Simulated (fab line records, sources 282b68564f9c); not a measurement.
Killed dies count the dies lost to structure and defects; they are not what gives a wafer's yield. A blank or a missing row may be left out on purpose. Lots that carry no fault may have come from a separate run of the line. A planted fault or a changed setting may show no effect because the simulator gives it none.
fab line records	flow rit-cmos	part 1 of 2: steps 1 to 36 of 50
[record] lots = 5	wafers = 15	last-day = 7
route steps=202 shown ACTIVE@14 FOX1@20 FOX2@23 NWELL@28 PWELL@39 WELLDRIVE@50 NRETRO@53
lots untouched by any fault: they come from a run of this same line in which no faults occurred
start-h: hours from the record's first day to the start of the lot's first wafer shown	wait-h: hours from the lot's prior step to this one	" repeats the value in the row above	L1.1+2: one row covering several wafers at once	- either no value or no given start	* or withheld: withheld	< > ~ a bound
route shown NAME@n: names a module that has steps shown in the file, with the first one's number in the route	usual: mean/standard deviation of fault-free wafers	same: alike in all rows	chamber/n: place in a boat	sites: each site's reading	_std_site: the standard deviation of these	_edge_site: the outer-site mean with the inner-site mean subtracted	radius-mm: how far each site lies from the wafer's centre	mask NAME#n: copy n	behind: the tool/chamber that last shaped the wafer	hold: reason for holding the lot/hours on hold/outcome of the hold	device: names the non-switching transistor (n, p or np)	end of line: the same wafers' tests at the end of the route	a step given without rows: its recipe and nothing more	killed: the dies lost at the first sort to structure and to defects; this is not the yield of the wafer	map: shows each die of a wafer: x if killed, . if not, _ if none is there
set.NAME: the run value of the setting; set.NAME@STEP: its run value at that earlier step	model.NAME: the simulator's own value behind a step, which no gauge read
lots at some steps of the route; a table a step, a row a wafer
services: from which hour (start-h, from the record's first day; less than 0 if before it) a tool's chamber was out of use, for how many hours, and why
[[steps]]
[step RIT_ACTIVE_ETCH_13]
[recipe] stop-on = SiO2	chemistry = SF6	target = Si3N4	time-s = 210	over-etch-frac = 0.4	SF6_flow_sccm = 200	pressure-mtorr = 260	rf-w = 125	target-depth-a = 2100
[usual] SF6_flow_sccm = 200.0/0.59	drypump-motor-current-A = 5.7/0.57	oes-product-au = 0.820/0.011	throttle-valve-pct = 7.50/0.13
lot.wafer	tool	chamber	start-h	wait-h	SF6_flow_sccm	drypump-motor-current-A	oes-product-au	rf-hours-counter-h	throttle-valve-pct
L074.3	rie-diel-03	1	14.83	0.1	200.0	6.1	0.826	172	7.41
L074.4	"	2	"	"	200.3	6.0	0.811	21	7.51
L074.6	"	1	"	"	200.2	6.0	0.832	-	7.42
L075.1	rie-diel-04	2	19.71	0.1	199.5	5.4	0.812	104	7.66
L075.3	"	0	"	"	199.8	6.2	0.797	134	7.41
L075.4	"	1	"	"	201.2	4.7	0.810	71	7.51
L081.3	rie-diel-02	2	51.82	0.1	199.7	5.6	0.822	5	7.51
L081.4	"	0	"	"	200.3	6.5	0.811	35	7.39
L081.6	"	0	"	"	201.5	6.5	0.814	-	7.39
L093.2	rie-diel-02	3	109.86	0.1	199.8	6.2	0.819	22	7.47
L093.4	"	0	"	"	201.0	6.5	0.823	36	7.38
L093.6	"	1	"	"	199.8	4.9	0.829	-	7.55
L095.1	rie-diel-04	2	120.35	0.1	200.2	5.4	0.818	106	7.63
L095.2	"	1	"	"	200.3	4.7	0.811	73	7.50
L095.3	"	3	"	"	199.8	6.4	0.810	4	7.23
[step RIT_ACTIVE_STRIP_14]
[recipe] chemistry = O2	time-s = 180	resist = NOVOLAK	platen-temp-c = withheld	power-w = 500	pressure-mtorr = 4000	o2-flow-sccm = 4000
[usual] drypump-motor-current-A = 6.1/0.56
lot.wafer	tool	chamber	start-h	wait-h	drypump-motor-current-A	rf-hours-counter-h
L074.3	plasma-asher-02	1	15.03	0.1	6.6	-
L074.4	"	0	"	"	6.1	-
L074.6	"	1	"	"	6.6	-
L075.1	plasma-asher-04	1	19.84	0.1	5.1	39
L075.3	"	1	"	"	5.2	-
L075.4	"	0	"	"	6.3	-
L081.3	plasma-asher-01	1	52.01	0.1	5.6	-
L081.4	"	0	"	"	6.8	-
L081.6	"	0	"	"	6.8	-
L093.2	plasma-asher-02	0	109.99	0.1	6.1	31
L093.4	"	1	"	"	6.6	-
L093.6	"	1	"	"	6.6	-
L095.1	plasma-asher-04	1	120.49	0.1	5.2	0
L095.2	"	0	"	"	6.3	0
L095.3	"	0	"	"	6.3	-
[step RIT_ACTIVE_CD_MEAS_90]
[recipe] target-cd-nm = 1400
[usual] cd-nm = 1400.2/2.3
lot.wafer	tool	chamber	start-h	wait-h	cd-nm
L074.3	cd-sem-02	-	15.18	0.1	1401.5
L074.4	"	-	"	"	1401.0
L074.6	"	-	"	"	1402.2
L075.1	cd-sem-01	-	20.02	0.1	1404.6
L075.3	"	-	"	"	1404.0
L075.4	"	-	"	"	1404.5
L081.3	cd-sem-01	-	52.17	0.1	1394.6
L081.4	"	-	"	"	1396.1
L081.6	"	-	"	"	1395.5
L093.2	cd-sem-02	-	110.18	0.1	1404.8
L093.4	"	-	"	"	1401.4
L093.6	"	-	"	"	1401.5
L095.1	cd-sem-02	-	120.66	0.1	1402.0
L095.2	"	-	"	"	1400.1
L095.3	"	-	"	"	1404.1
[step RIT_ACTIVE_CLEAN_15]
[recipe] chemistry = SC1	mix = 3:3:50	time-s = 600	temp-c = 75
lot.wafer	tool	chamber	start-h	wait-h
L074.3+4+6	wet-bench-03	1	15.26	0.1
L075.1+3+4	wet-bench-02	0	20.14	0.1
L081.3+4+6	wet-bench-04	3	52.25	0.1
L093.2+4+6	wet-bench-04	1	110.28	0.1
L095.1+2+3	wet-bench-03	3	120.78	0.1
[step RIT_ACTIVE_CLEAN_16]
[recipe] chemistry = dHF	dilution = 50:1	time-s = 30
lot.wafer	tool	chamber	start-h	wait-h
L074.3+4+6	wet-bench-04	2	15.47	0.0
L075.1+3+4	wet-bench-03	3	20.31	0.0
L081.3+4+6	wet-bench-02	1	52.67	0.0
L093.2+4+6	wet-bench-03	2	110.63	0.0
L095.1+2+3	wet-bench-03	3	120.96	0.0
[step RIT_ACTIVE_CLEAN_17]
[recipe] chemistry = SC2	mix = 3:3:50	time-s = 600	temp-c = 75	dry = n2-spin
lot.wafer	tool	chamber	start-h	wait-h
L074.3+4+6	wet-bench-02	2	15.50	0.0
L075.1+3+4	wet-bench-04	2	20.33	0.0
L081.3+4+6	wet-bench-03	1	52.69	0.0
L093.2+4+6	wet-bench-02	2	110.65	0.0
L095.1+2+3	wet-bench-02	1	120.97	0.0
[step RIT_FOX1_OXIDATION_00]
[recipe] temp-c = 1100	ambient = H2O	target-thk-a = 3507	p-h2o-torr = 720	ox-time-s = 1130
lot.wafer	tool	chamber	start-h	wait-h
L074.3+4+6	furnace-01	0	15.68	0.0
L075.1+3+4	furnace-02	0	20.92	0.2
L081.3+4+6	furnace-02	0	52.88	0.0
L093.2+4+6	furnace-01	0	111.92	1.1
L095.1+2+3	furnace-02	0	122.05	0.9
[step RIT_FOX1_THK_MEAS_01]
[recipe] reads = SiO2_of_FOX1_OXIDATION_00
[usual] FOX1_OXIDE_THK = 356/7.4
lot.wafer	tool	chamber	start-h	wait-h	FOX1_OXIDE_THK[nm]
L074.3	film-metro-01	-	17.01	0.0	353
L074.4	"	-	"	"	345
L074.6	"	-	"	"	347
L075.1	film-metro-04	-	22.23	0.0	367
L075.3	"	-	"	"	368
L075.4	"	-	"	"	364
L081.3	film-metro-04	-	54.21	0.0	363
L081.4	"	-	"	"	358
L081.6	"	-	"	"	364
L093.2	film-metro-01	-	113.25	0.0	349
L093.4	"	-	"	"	359
L093.6	"	-	"	"	350
L095.1	film-metro-03	-	123.37	0.0	357
L095.2	"	-	"	"	361
L095.3	"	-	"	"	354
[step RIT_FOX1_WET_ETCH_02]
[recipe] chemistry = BOE	target-depth-nm = 350	time-s = 390	temp-c = 21.5	dry = n2-spin	dilution = 10:1	target = SiO2
lot.wafer	tool	chamber	start-h	wait-h
L074.3+4+6	wet-bench-01	1	17.05	0.0
L075.1+3+4	wet-bench-03	0	22.29	0.1
L081.3+4+6	wet-bench-01	0	54.25	0.0
L093.2+4+6	wet-bench-03	1	113.30	0.0
L095.1+2+3	wet-bench-03	1	123.43	0.1
[step RIT_FOX2_OXIDATION_00]
[recipe] temp-c = 1100	ambient = H2O	target-thk-a = 3507	p-h2o-torr = 720	ox-time-s = 1130
lot.wafer	tool	chamber	start-h	wait-h
L074.3+4+6	furnace-02	0	17.18	0.0
L075.1+3+4	furnace-02	0	22.42	0.0
L081.3+4+6	furnace-02	0	54.44	0.1
L093.2+4+6	furnace-02	0	114.30	0.9
L095.1+2+3	furnace-04	0	123.54	0.0
[step RIT_FOX2_THK_MEAS_01]
[recipe] reads = SiO2_of_FOX2_OXIDATION_00
[usual] FOX2_OXIDE_THK = 358/6.3
lot.wafer	tool	chamber	start-h	wait-h	FOX2_OXIDE_THK[nm]
L074.3	film-metro-01	-	18.51	0.0	354
L074.4	"	-	"	"	356
L074.6	"	-	"	"	360
L075.1	film-metro-01	-	23.73	0.0	357
L075.3	"	-	"	"	362
L075.4	"	-	"	"	358
L081.3	film-metro-01	-	55.78	0.0	365
L081.4	"	-	"	"	370
L081.6	"	-	"	"	365
L093.2	film-metro-01	-	115.62	0.0	361
L093.4	"	-	"	"	359
L093.6	"	-	"	"	359
L095.1	film-metro-02	-	124.86	0.0	355
L095.2	"	-	"	"	355
L095.3	"	-	"	"	347
[step RIT_FOX2_CLEAN_02]
[recipe] chemistry = dHF	dilution = 50:1	time-s = 180
lot.wafer	tool	chamber	start-h	wait-h
L074.3+4+6	wet-bench-01	2	18.55	0.0
L075.1+3+4	wet-bench-01	3	23.79	0.1
L081.3+4+6	wet-bench-01	3	55.82	0.0
L093.2+4+6	wet-bench-02	2	115.67	0.0
L095.1+2+3	wet-bench-02	1	124.92	0.1
[step RIT_FOX2_WET_ETCH_03]
[recipe] chemistry = H3PO4	target = Si3N4	target-depth-nm = 195	temp-c = 165	time-s = 2700
lot.wafer	tool	chamber	start-h	wait-h
L074.3+4+6	wet-bench-02	0	18.62	0.0
L075.1+3+4	wet-bench-04	1	23.86	0.0
L081.3+4+6	wet-bench-02	0	55.87	0.0
L093.2+4+6	wet-bench-01	2	115.73	0.0
L095.1+2+3	wet-bench-01	1	124.98	0.0
[step RIT_FOX2_THK_MEAS_90]
[recipe] reads = SiO2_of_FOX2_OXIDATION_00
[usual] FIELD_OXIDE_LEFT_1_THK = 331/6.4
lot.wafer	tool	chamber	start-h	wait-h	FIELD_OXIDE_LEFT_1_THK[nm]
L074.3	film-metro-04	-	19.40	0.0	327
L074.4	"	-	"	"	329
L074.6	"	-	"	"	333
L075.1	film-metro-01	-	25.38	0.0	329
L075.3	"	-	"	"	335
L075.4	"	-	"	"	331
L081.3	film-metro-04	-	56.65	0.0	338
L081.4	"	-	"	"	342
L081.6	"	-	"	"	337
L093.2	film-metro-04	-	116.50	0.0	333
L093.4	"	-	"	"	332
L093.6	"	-	"	"	331
L095.1	film-metro-04	-	125.74	0.0	327
L095.2	"	-	"	"	327
L095.3	"	-	"	"	320
[step RIT_NWELL_HMDS_00]
[recipe] prime-time-s = 60	prime-temp-c = 140
lot.wafer	tool	chamber	start-h	wait-h
L074.3+4+6	litho-track-04	0	19.49	0.1
L075.1+3+4	litho-track-01	0	25.44	0.1
L081.3+4+6	litho-track-01	0	56.74	0.1
L093.2+4+6	litho-track-02	0	116.57	0.1
L095.1+2+3	litho-track-01	0	125.80	0.1
[step RIT_NWELL_COAT_01]
[recipe] resist = NOVOLAK	spin-rpm = 2000	resist-thk-nm = 1300
lot.wafer	tool	chamber	start-h	wait-h
L074.3+4+6	litho-track-04	0	19.64	0.1
L075.1+3+4	litho-track-01	0	25.59	0.1
L081.3+4+6	litho-track-01	0	56.89	0.1
L093.2+4+6	litho-track-02	0	116.72	0.1
L095.1+2+3	litho-track-01	0	125.95	0.1
[step RIT_NWELL_SOFTBAKE_02]
[recipe] resist = NOVOLAK	temp-c = 90	time-s = 60
lot.wafer	tool	chamber	start-h	wait-h
L074.3+4+6	litho-track-04	0	19.79	0.1
L075.1+3+4	litho-track-01	0	25.74	0.1
L081.3+4+6	litho-track-01	0	57.04	0.1
L093.2+4+6	litho-track-02	0	116.87	0.1
L095.1+2+3	litho-track-01	0	126.10	0.1
[step RIT_NWELL_EXPOSE_03]
[recipe] mask-id = M2	na = 0.57	target-cd-nm = 43900	dose-mj = 250
[usual] stage-vel-mm-s = 499.92/0.24
lot.wafer	tool	chamber	start-h	wait-h	mask	stage-vel-mm-s
L074.3	iline-stepper-01	0	20.05	0.2	M2#0	500.02
L074.4	"	0	"	"	M2#0	500.06
L074.6	"	0	"	"	M2#0	500.26
L075.1	iline-stepper-01	0	25.91	0.1	M2#0	500.14
L075.3	"	0	"	"	M2#0	500.34
L075.4	"	0	"	"	M2#0	499.75
L081.3	iline-stepper-01	0	57.18	0.1	M2#0	499.60
L081.4	"	0	"	"	M2#0	499.57
L081.6	"	0	"	"	M2#0	500.15
L093.2	iline-stepper-01	0	117.14	0.2	M2#0	500.02
L093.4	"	0	"	"	M2#0	500.12
L093.6	"	0	"	"	M2#0	499.74
L095.1	iline-stepper-01	0	126.37	0.2	M2#0	500.04
L095.2	"	0	"	"	M2#0	500.15
L095.3	"	0	"	"	M2#0	499.91
[step RIT_NWELL_PEB_04]
[recipe] resist = NOVOLAK	temp-c = withheld	time-s = withheld
lot.wafer	tool	chamber	start-h	wait-h
L074.3+4+6	litho-track-01	0	20.18	0.1
L075.1+3+4	litho-track-01	0	26.02	0.1
L081.3+4+6	litho-track-04	0	57.31	0.1
L093.2+4+6	litho-track-02	0	117.26	0.1
L095.1+2+3	litho-track-04	0	126.49	0.1
[step RIT_NWELL_DEVELOP_05]
[recipe] resist = NOVOLAK	develop-time-s = 68	dev-temp-c = 23
lot.wafer	tool	chamber	start-h	wait-h
L074.3+4+6	litho-track-01	0	-	-
L075.1+3+4	litho-track-01	0	-	-
L081.3+4+6	litho-track-04	0	-	-
L093.2+4+6	litho-track-02	0	-	-
L095.1+2+3	litho-track-04	0	-	-
[step RIT_NWELL_OVL_MEAS_06]
[usual] NWELL_OVL = -0.2/1.3
lot.wafer	tool	chamber	start-h	wait-h	NWELL_OVL[nm]
L074.3	overlay-02	-	20.45	-	-2.5
L074.4	"	-	"	"	-1.1
L074.6	"	-	"	"	-0.6
L075.1	overlay-01	-	26.34	-	2.3
L075.3	"	-	"	"	0.9
L075.4	"	-	"	"	2.0
L081.3	overlay-02	-	57.58	-	-0.5
L081.4	"	-	"	"	-1.9
L081.6	"	-	"	"	-0.6
L093.2	overlay-01	-	117.56	-	-0.4
L093.4	"	-	"	"	-1.1
L093.6	"	-	"	"	0.1
L095.1	overlay-01	-	126.80	-	2.0
L095.2	"	-	"	"	0.6
L095.3	"	-	"	"	1.5
[step RIT_NWELL_HARDBAKE_07]
[recipe] resist = NOVOLAK	temp-c = 140	time-s = 120
lot.wafer	tool	chamber	start-h	wait-h
L074.3+4+6	litho-track-02	0	20.56	0.1
L075.1+3+4	litho-track-04	0	26.37	0.0
L081.3+4+6	litho-track-02	0	57.69	0.1
L093.2+4+6	litho-track-04	0	117.63	0.1
L095.1+2+3	litho-track-04	0	126.84	0.0
[step RIT_NWELL_IMPLANT_08]
[recipe] species = P	energy-kev = 170	dose-cm2 = 4.91e+13	tilt-deg = 7
lot.wafer	tool	chamber	start-h	wait-h
L074.3+4+6	implanter-03	0	20.78	0.2
L075.1+3+4	implanter-03	0	26.62	0.2
L081.3+4+6	implanter-01	0	57.91	0.2
L093.2+4+6	implanter-04	0	117.86	0.2
L095.1+2+3	implanter-04	0	127.09	0.2
[step RIT_NWELL_STRIP_09]
[recipe] chemistry = O2	time-s = 180	resist = NOVOLAK	platen-temp-c = withheld	power-w = 500	pressure-mtorr = 4000	o2-flow-sccm = 4000
[usual] drypump-motor-current-A = 5.8/0.64
lot.wafer	tool	chamber	start-h	wait-h	drypump-motor-current-A	rf-hours-counter-h
L074.3	plasma-asher-01	1	20.94	0.1	5.6	-
L074.4	"	0	"	"	6.8	-
L074.6	"	0	"	"	6.8	-
L075.1	plasma-asher-04	1	26.77	0.1	5.2	40
L075.3	"	1	"	"	5.2	-
L075.4	"	0	"	"	6.3	-
L081.3	plasma-asher-04	1	58.07	0.1	5.1	-
L081.4	"	0	"	"	6.3	-
L081.6	"	0	"	"	6.3	-
L093.2	plasma-asher-04	0	117.99	0.1	6.3	0
L093.4	"	0	"	"	6.3	-
L093.6	"	1	"	"	5.1	-
L095.1	plasma-asher-04	1	127.24	0.1	5.2	1
L095.2	"	0	"	"	6.3	1
L095.3	"	0	"	"	6.3	-
[step RIT_NWELL_TW_MEAS_10]
[usual] NWELL_TW = 2144/16
lot.wafer	tool	chamber	start-h	wait-h	NWELL_TW
L074.3	film-metro-01	-	21.07	0.1	2132
L074.4	"	-	"	"	2110
L074.6	"	-	"	"	2117
L075.1	film-metro-02	-	26.95	0.1	2154
L075.3	"	-	"	"	2157
L075.4	"	-	"	"	2165
L081.3	film-metro-01	-	58.20	0.1	2139
L081.4	"	-	"	"	2144
L081.6	"	-	"	"	2138
L093.2	film-metro-01	-	118.17	0.1	2137
L093.4	"	-	"	"	2153
L093.6	"	-	"	"	2139
L095.1	film-metro-02	-	127.42	0.1	2165
L095.2	"	-	"	"	2153
L095.3	"	-	"	"	2160
[step RIT_PWELL_HMDS_00]
[recipe] prime-time-s = 60	prime-temp-c = 140
lot.wafer	tool	chamber	start-h	wait-h
L074.3+4+6	litho-track-02	0	21.16	0.1
L075.1+3+4	litho-track-02	0	27.01	0.1
L081.3+4+6	litho-track-03	0	58.29	0.1
L093.2+4+6	litho-track-01	0	118.25	0.1
L095.1+2+3	litho-track-01	0	127.48	0.1
[step RIT_PWELL_COAT_01]
[recipe] resist = NOVOLAK	spin-rpm = 2000	resist-thk-nm = 1300
lot.wafer	tool	chamber	start-h	wait-h
L074.3+4+6	litho-track-02	0	21.31	0.1
L075.1+3+4	litho-track-02	0	27.16	0.1
L081.3+4+6	litho-track-03	0	58.44	0.1
L093.2+4+6	litho-track-01	0	118.40	0.1
L095.1+2+3	litho-track-01	0	127.63	0.1
[step RIT_PWELL_SOFTBAKE_02]
[recipe] resist = NOVOLAK	temp-c = 90	time-s = 60
lot.wafer	tool	chamber	start-h	wait-h
L074.3+4+6	litho-track-02	0	21.46	0.1
L075.1+3+4	litho-track-02	0	27.31	0.1
L081.3+4+6	litho-track-03	0	58.59	0.1
L093.2+4+6	litho-track-01	0	118.55	0.1
L095.1+2+3	litho-track-01	0	127.78	0.1
[step RIT_PWELL_EXPOSE_03]
[recipe] mask-id = M3	na = 0.57	target-cd-nm = 43700	dose-mj = 250
[usual] stage-vel-mm-s = 499.97/0.27
lot.wafer	tool	chamber	start-h	wait-h	mask	stage-vel-mm-s
L074.3	iline-stepper-02	0	21.73	0.2	M3#0	499.76
L074.4	"	0	"	"	M3#0	499.99
L074.6	"	0	"	"	M3#0	499.91
L075.1	iline-stepper-01	0	27.58	0.2	M3#0	499.82
L075.3	"	0	"	"	M3#0	500.06
L075.4	"	0	"	"	M3#0	500.28
L081.3	iline-stepper-02	0	58.86	0.2	M3#0	500.13
L081.4	"	0	"	"	M3#0	499.80
L081.6	"	0	"	"	M3#0	500.03
L093.2	iline-stepper-02	0	118.69	0.1	M3#0	500.10
L093.4	"	0	"	"	M3#0	500.17
L093.6	"	0	"	"	M3#0	500.17
L095.1	iline-stepper-01	0	127.93	0.1	M3#0	500.38
L095.2	"	0	"	"	M3#0	500.07
L095.3	"	0	"	"	M3#0	500.04
[step RIT_PWELL_PEB_04]
[recipe] resist = NOVOLAK	temp-c = withheld	time-s = withheld
lot.wafer	tool	chamber	start-h	wait-h
L074.3+4+6	litho-track-03	0	22.08	0.3
L075.1+3+4	litho-track-03	0	27.70	0.1
L081.3+4+6	litho-track-03	0	58.99	0.1
L093.2+4+6	litho-track-01	0	118.92	0.2
L095.1+2+3	litho-track-02	0	128.04	0.1
[step RIT_PWELL_DEVELOP_05]
[recipe] resist = NOVOLAK	develop-time-s = 68	dev-temp-c = 23
lot.wafer	tool	chamber	start-h	wait-h
L074.3+4+6	litho-track-03	0	-	-
L075.1+3+4	litho-track-03	0	-	-
L081.3+4+6	litho-track-03	0	-	-
L093.2+4+6	litho-track-01	0	-	-
L095.1+2+3	litho-track-02	0	-	-
[step RIT_PWELL_OVL_MEAS_06]
[usual] PWELL_OVL = 1.1/1.4
lot.wafer	tool	chamber	start-h	wait-h	PWELL_OVL[nm]
L074.3	overlay-01	-	22.35	-	-1.8
L074.4	"	-	"	"	-1.9
L074.6	"	-	"	"	-0.8
L075.1	overlay-01	-	28.01	-	3.3
L075.3	"	-	"	"	2.6
L075.4	"	-	"	"	1.7
L081.3	overlay-01	-	59.26	-	1.4
L081.4	"	-	"	"	0.8
L081.6	"	-	"	"	2.0
L093.2	overlay-01	-	119.21	-	1.6
L093.4	"	-	"	"	1.3
L093.6	"	-	"	"	1.2
L095.1	overlay-01	-	128.36	-	-0.4
L095.2	"	-	"	"	-0.1
L095.3	"	-	"	"	2.1
[step RIT_PWELL_HARDBAKE_07]
[recipe] resist = NOVOLAK	temp-c = 140	time-s = 120
lot.wafer	tool	chamber	start-h	wait-h
L074.3+4+6	litho-track-02	0	22.46	0.1
L075.1+3+4	litho-track-02	0	28.05	0.0
L081.3+4+6	litho-track-03	0	59.37	0.1
L093.2+4+6	litho-track-01	0	119.29	0.1
L095.1+2+3	litho-track-02	0	128.39	0.0
[step RIT_PWELL_IMPLANT_08]
[recipe] species = B	energy-kev = 170	dose-cm2 = 7.06e+13	tilt-deg = 7
lot.wafer	tool	chamber	start-h	wait-h
L074.3+4+6	implanter-01	0	22.68	0.2
L075.1+3+4	implanter-01	0	28.30	0.2
L081.3+4+6	implanter-02	0	59.58	0.2
L093.2+4+6	implanter-02	0	119.52	0.2
L095.1+2+3	implanter-01	0	128.64	0.2
[step RIT_PWELL_STRIP_09]
[recipe] chemistry = O2	time-s = 180	resist = NOVOLAK	platen-temp-c = withheld	power-w = 500	pressure-mtorr = 4000	o2-flow-sccm = 4000
[usual] drypump-motor-current-A = 6.0/0.6
lot.wafer	tool	chamber	start-h	wait-h	drypump-motor-current-A	rf-hours-counter-h
L074.3	plasma-asher-02	0	22.84	0.1	6.1	-
L074.4	"	1	"	"	6.6	-
L074.6	"	1	"	"	6.6	-
L075.1	plasma-asher-02	0	28.45	0.1	6.2	23
L075.3	"	1	"	"	6.5	-
L075.4	"	0	"	"	6.1	-
L081.3	plasma-asher-04	0	59.74	0.1	6.3	-
L081.4	"	1	"	"	5.2	-
L081.6	"	1	"	"	5.1	-
L093.2	plasma-asher-04	0	119.64	0.1	6.4	0
L093.4	"	0	"	"	6.3	-
L093.6	"	1	"	"	5.2	-
L095.1	plasma-asher-04	0	128.79	0.1	6.3	1
L095.2	"	1	"	"	5.2	1
L095.3	"	1	"	"	5.2	-
[step RIT_PWELL_TW_MEAS_10]
[usual] PWELL_TW = 961/7
lot.wafer	tool	chamber	start-h	wait-h	PWELL_TW
L074.3	film-metro-03	-	22.97	0.1	962
L074.4	"	-	"	"	963
L074.6	"	-	"	"	968
L075.1	film-metro-01	-	28.62	0.1	955
L075.3	"	-	"	"	955
L075.4	"	-	"	"	952
L081.3	film-metro-03	-	59.88	0.1	961
L081.4	"	-	"	"	961
L081.6	"	-	"	"	961
L093.2	film-metro-01	-	119.83	0.1	965
L093.4	"	-	"	"	962
L093.6	"	-	"	"	965
L095.1	film-metro-03	-	128.97	0.1	961
L095.2	"	-	"	"	963
L095.3	"	-	"	"	964
